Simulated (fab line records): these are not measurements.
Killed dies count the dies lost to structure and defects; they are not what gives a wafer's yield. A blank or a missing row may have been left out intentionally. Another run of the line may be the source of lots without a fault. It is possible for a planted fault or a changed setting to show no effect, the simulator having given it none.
2 desks looking at one fault / flow rit cmos / only its own numbers are on each desk; what lay behind them is given at the end

== METROLOGY DESK ==
What the gauges read for every lot (on any tool): the sampled wafers with a number, averaged. The brackets show how far a lot's mean lies from the usual mean; more than 4 standard deviations puts the lot out of limits, marked OUT.
Columns: A = NSD_TW at RIT_NSD_TW_MEAS_10, usual 3123; B = NSD_RS at RIT_SDANNEAL_RS_MEAS_05, usual 84.55 ohm/sq
lot=L338; first seen here=day 3 06:30; A=3123; B=84.46
lot=L339; first seen here=day 3 13:13; A=3103; B=84.44
lot=L341; first seen here=day 3 22:26; A=3127; B=85.02
lot=L342; first seen here=day 4 01:29; A=3132; B=84.49
lot=L343; first seen here=day 4 06:21; A=3121; B=83.98
lot=L344; first seen here=day 4 10:08; A=3141; B=84.60
lot=L349; first seen here=day 5 14:09; A=3110; B=84.34
lot=L350; first seen here=day 5 20:33; A=2866 (-17) OUT; B=112.59 (+99 or more) OUT
lot=L352; first seen here=day 6 11:32; A=2879 (-16) OUT; B=112.82 (+99 or more) OUT
lot=L353; first seen here=day 6 12:01; A=3144; B=84.22
lot=L356; first seen here=day 7 04:07; A=3120; B=84.58
lot=L355; first seen here=day 7 06:02; A=3126; B=84.41
lot=L358; first seen here=day 7 19:13; A=3130; B=84.09
lot=L360; first seen here=day 8 09:01; A=3099; B=84.88
Per this desk, out of limits: L350, L352; the first was L350, day 5 20:33 (NSD_TW at RIT_NSD_TW_MEAS_10). In limits: L338, L339, L341, L342, L343, L344, L349, L353, L356, L355, L358, L360.

== TOOL OWNER'S DESK, implanter-02 ==
The tool's own readings at RIT_NSD_IMPLANT_08: means of the sampled wafers that have a number, for each lot that ran on this tool. The brackets show how far a lot's mean lies from the usual mean; more than 4 standard deviations puts the lot out of limits, marked OUT.
Columns: A = dose ions cm2 at RIT_NSD_IMPLANT_08, usual 1.0001e+15; B = faraday current uA at RIT_NSD_IMPLANT_08, usual 3125
lot=L339; first seen here=day 3 12:53; A=1.0003e+15; B=3125
lot=L344; first seen here=day 4 09:49; A=1.0005e+15; B=3097
lot=L350; first seen here=day 5 20:16; A=7.0067e+14 (-99 or more) OUT; B=2222 (-15) OUT
lot=L352; first seen here=day 6 11:12; A=6.9890e+14 (-99 or more) OUT; B=2199 (-15) OUT
This desk finds L350, L352 out of limits, L350 being first, at day 5 20:16 (dose ions cm2 at RIT_NSD_IMPLANT_08). In limits: L339, L344.

== TAKEN TOGETHER ==
An alarm could have come from the tool owner's desk at day 5 20:16, on L350, L352.
At day 5 20:33 the metrology desk could have sounded an alarm, on L350, L352.
All the named lots went through RIT_NSD_IMPLANT_08 on implanter-02.

== WHAT WAS PUT IN BY THE SIMULATOR ==
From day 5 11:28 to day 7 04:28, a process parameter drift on implanter-02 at RIT_NSD_IMPLANT_08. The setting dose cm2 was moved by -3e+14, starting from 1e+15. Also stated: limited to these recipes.
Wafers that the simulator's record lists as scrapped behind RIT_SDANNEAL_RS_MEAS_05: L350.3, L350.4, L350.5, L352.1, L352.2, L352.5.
Struck lots among those shown: L350, L352.
Delay (hours) between the fault's onset and each desk's first out-of-limits reading: 9 at the tool owner's desk, 9 at the metrology desk.
